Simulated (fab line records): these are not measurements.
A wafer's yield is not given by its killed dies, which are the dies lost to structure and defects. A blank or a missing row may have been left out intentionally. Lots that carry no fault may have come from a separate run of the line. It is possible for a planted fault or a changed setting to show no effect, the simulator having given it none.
The tool behind it: which one? -- flow rit cmos -- 13 lots, 39 wafers sampled, at 3 steps of a route of 202

== WHAT THE GAUGES SHOWED, per wafer ==
RIT_M1_RS_MEAS_01: the measuring method here is four-point-probe.
lot,measured,on,M1_AL_RS (ohm/sq)
L562,day 3 08:24,film metro-03,0.0726 0.0747 0.0741
L563,day 3 15:13,film metro-03,0.0730 0.0733 0.0721
L565,day 3 21:29,film metro-04,0.0725 0.0731 0.0719
L567,day 4 11:44,film metro-02,0.0741 0.0736 0.0735
L571,day 5 04:35,film metro-02,0.1026 0.1028 0.1029
L573,day 5 20:07,film metro-04,0.1057 0.1030 0.1019
L575,day 6 02:42,film metro-02,0.1026 0.1044 0.1037
L576,day 6 04:41,film metro-03,0.0750 0.0752 0.0749
L578,day 6 20:28,film metro-04,0.0731 0.0737 0.0727
L580,day 7 02:56,film metro-02,0.0742 0.0736 0.0723
L581,day 7 05:05,film metro-02,0.0744 0.0740 0.0746
L583,day 7 20:29,film metro-03,0.0733 0.0734 0.0731
L585,day 8 04:52,film metro-04,0.0746 0.0740 0.0751

RIT_M1_THK_MEAS_02: measures by xrf.
lot,measured,on,M1_AL_THK (nm)
L562,day 3 08:30,film metro-03,404 392 396
L563,day 3 15:20,film metro-03,400 400 406
L565,day 3 21:37,film metro-04,411 406 412
L567,day 4 11:51,film metro-02,396 396 399
L571,day 5 04:41,film metro-02,288 287 289
L573,day 5 20:14,film metro-04,283 289 293
L575,day 6 02:49,film metro-02,287 282 284
L576,day 6 04:48,film metro-03,389 392 391
L578,day 6 20:34,film metro-04,405 401 407
L580,day 7 03:03,film metro-02,395 399 403
L581,day 7 05:11,film metro-02,392 394 391
L583,day 7 20:36,film metro-03,400 401 403
L585,day 8 04:58,film metro-04,396 399 393

== WHAT TOOL EACH LOT RAN ON (gives the tool, then ch and the chambers of the sampled wafers, and finally the start) ==
lot,RIT_M1_SPUTTER_00
L562,"pvd sputter-04, day 3 08:04"
L563,"pvd sputter-02, day 3 14:55"
L565,"pvd sputter-02, day 3 21:11"
L567,"pvd sputter-02, day 4 11:26"
L571,"pvd sputter-02, day 5 04:15"
L573,"pvd sputter-02, day 5 19:48"
L575,"pvd sputter-02, day 6 02:23"
L576,"pvd sputter-01, day 6 04:23"
L578,"pvd sputter-04, day 6 20:09"
L580,"pvd sputter-04, day 7 02:38"
L581,"pvd sputter-01, day 7 04:44"
L583,"pvd sputter-01, day 7 20:10"
L585,"pvd sputter-01, day 8 04:31"
- RIT_M1_SPUTTER_00: material Al, target thk 400 nm, time 500 s.

== WHAT THE TOOLS THEMSELVES READ (means of the sampled wafers that have a number; where no wafer has one, the mark that the record gives instead) ==
RIT_M1_SPUTTER_00.
lot,tool,cathode dc power W (W),throttle valve pct (%)
L562,pvd sputter-04,1999.7,31.1
L563,pvd sputter-02,2000.3,28.7
L565,pvd sputter-02,2000.0,29.1
L567,pvd sputter-02,2000.0,29.5
L571,pvd sputter-02,1999.8,29.1
L573,pvd sputter-02,1999.8,29.2
L575,pvd sputter-02,2000.0,28.9
L576,pvd sputter-01,1999.8,29.8
L578,pvd sputter-04,1999.9,31.2
L580,pvd sputter-04,2000.2,30.7
L581,pvd sputter-01,2000.5,29.2
L583,pvd sputter-01,1999.8,30.3
L585,pvd sputter-01,2000.1,30.7

== THE ANSWER, worked out from the rows above alone ==
Rule: what is usual is taken from the lots themselves. Put in order of their means at a reading, lots are off if they are a third of the lots or fewer, leave a main group of 4 or more, and stand apart from it by a gap of 3 or more times the standard deviation of the main group's means; of several such gaps the widest counts. The tables above print the reading to a certain number of digits; a main group whose means all agree to those digits is not used. Also off: a lot with no number at a reading for which 4 or more lots have one. Where the step has rows for the other lots, those lots are counted as sound. The gauges are gone through in route order, then the tools' own readings, and for those a lot's mean is taken as printed above. The first step at which some lot is off is used, and at that step the reading that is off furthest; a lot without a number counts as furthest.
Off: at RIT_M1_RS_MEAS_01 (M1_AL_RS), L571, L573, L575. For the main group the mean is 0.0737 ohm/sq and the standard deviation 0.00076.
If a tool, at a process step before that reading, ran all the lots that are off and no sound lot after the first of them, it fits. The gauges at RIT_M1_RS_MEAS_01 are tried like those tools. One fits: RIT_M1_SPUTTER_00 on pvd sputter-02. Its last sound lot is L567 (day 4 11:26), its first lot that is off L571 (day 5 04:15): a fault that began between those two fits.

== WHAT THE SIMULATOR HAD INSERTED ==
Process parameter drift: pvd sputter-02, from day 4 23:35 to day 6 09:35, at RIT_M1_SPUTTER_00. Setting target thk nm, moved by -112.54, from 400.
Shown lots that were struck: L571, L573, L575. Same finding as the rule above.
